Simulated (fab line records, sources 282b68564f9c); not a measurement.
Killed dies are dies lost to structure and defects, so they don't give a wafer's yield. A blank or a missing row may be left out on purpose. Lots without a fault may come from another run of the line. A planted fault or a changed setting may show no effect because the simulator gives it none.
Problem report in the 8D (eight disciplines) form, filled by code | flow rit_cmos | the parts of the form that need people (team, actions taken, sign-off) are left out

1. THE PROBLEM
PWELL_TW at RIT_PWELL_TW_MEAS_10 reads a mean of 30 on 6 wafers of 2 lots; wafers without a fault read 946 with a standard deviation of 8.9. That is -99 or more standard deviations from the usual mean.
First seen on wafer L984.3, day 5 11:19, on film_metro-04. The record holds 42 wafers of 14 lots with a number at this step. Rule for "out", or "out of limits": more than 4 standard deviations from the usual mean. The other wafers with a number count as sound.

2. WHAT IT IS AND WHAT IT IS NOT
question                    | is                     | is not
which readings at this step | PWELL_TW               | -
which lots                  | L984, L985             | L967, L969, L971, L972, L973, L976, L977, L982, L987, L988, L989, L990
which wafers of those lots  | all that have a number | -
read on which gauges        | film_metro-04          | film_metro-01, film_metro-03
when                        | from day 5 11:19       | up to then (24 sound wafers); but 12 sound wafers of L987, L988, L989, L990 came after

3. SUSPECTS, AND WHAT RULES EACH OUT
Counting: a tool at a process step up to the reading stays a suspect if it ran every lot that is out and no sound lot after the first of them.
- the gauge at RIT_PWELL_TW_MEAS_10: kept. All the wafers that are out were read on film_metro-04, and no step on other tools shows them out.
- plasma_asher-02 at RIT_NWELL_STRIP_09 (strips in O2, time 180 s): ruled out as a lasting fault. Sound lots L988, L990 ran on it after its first lot that is out, L984 (day 5 09:38).
Left after counting: film_metro-04 at RIT_PWELL_TW_MEAS_10.

4. THE CAUSE (what the simulator had put in)
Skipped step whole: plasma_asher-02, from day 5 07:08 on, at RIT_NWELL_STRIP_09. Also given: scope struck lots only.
Counting ruled it out, wrongly: the rule takes a fault to strike every lot that its tool runs from its start on, and this one did not.

5. THE CHAIN OF EFFECTS, in route order
Each row: a reading whose mean over the struck wafers that have a number lies more than 3 standard deviations from the usual. Only readings for which the record gives a usual standard deviation are gone through. hours: the time from each lot's start at the first step in this table that gives one to its start at this step, as a median over the lots. sigmas: the change in usual standard deviations.
hours | step                 | reading  | usual | on struck wafers | change | sigmas
0     | RIT_PWELL_TW_MEAS_10 | PWELL_TW | 946   | 30               | -916   | -99 or more
Readings that are blank on the struck wafers while sound wafers have them: chamber_pressure_mTorr at RIT_NWELL_STRIP_09; drypump_motor_current_A at RIT_NWELL_STRIP_09.

6. WHAT WOULD HAVE CAUGHT IT SOONER
In this record the first reading out of limits at a measuring or inspecting step was taken at day 5 11:19, 4 hours after the fault began at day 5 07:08.
At RIT_NWELL_STRIP_09 the tool's readings are blank on the struck wafers, where sound wafers have them: an empty tool record is the first sign, and it was there at once.
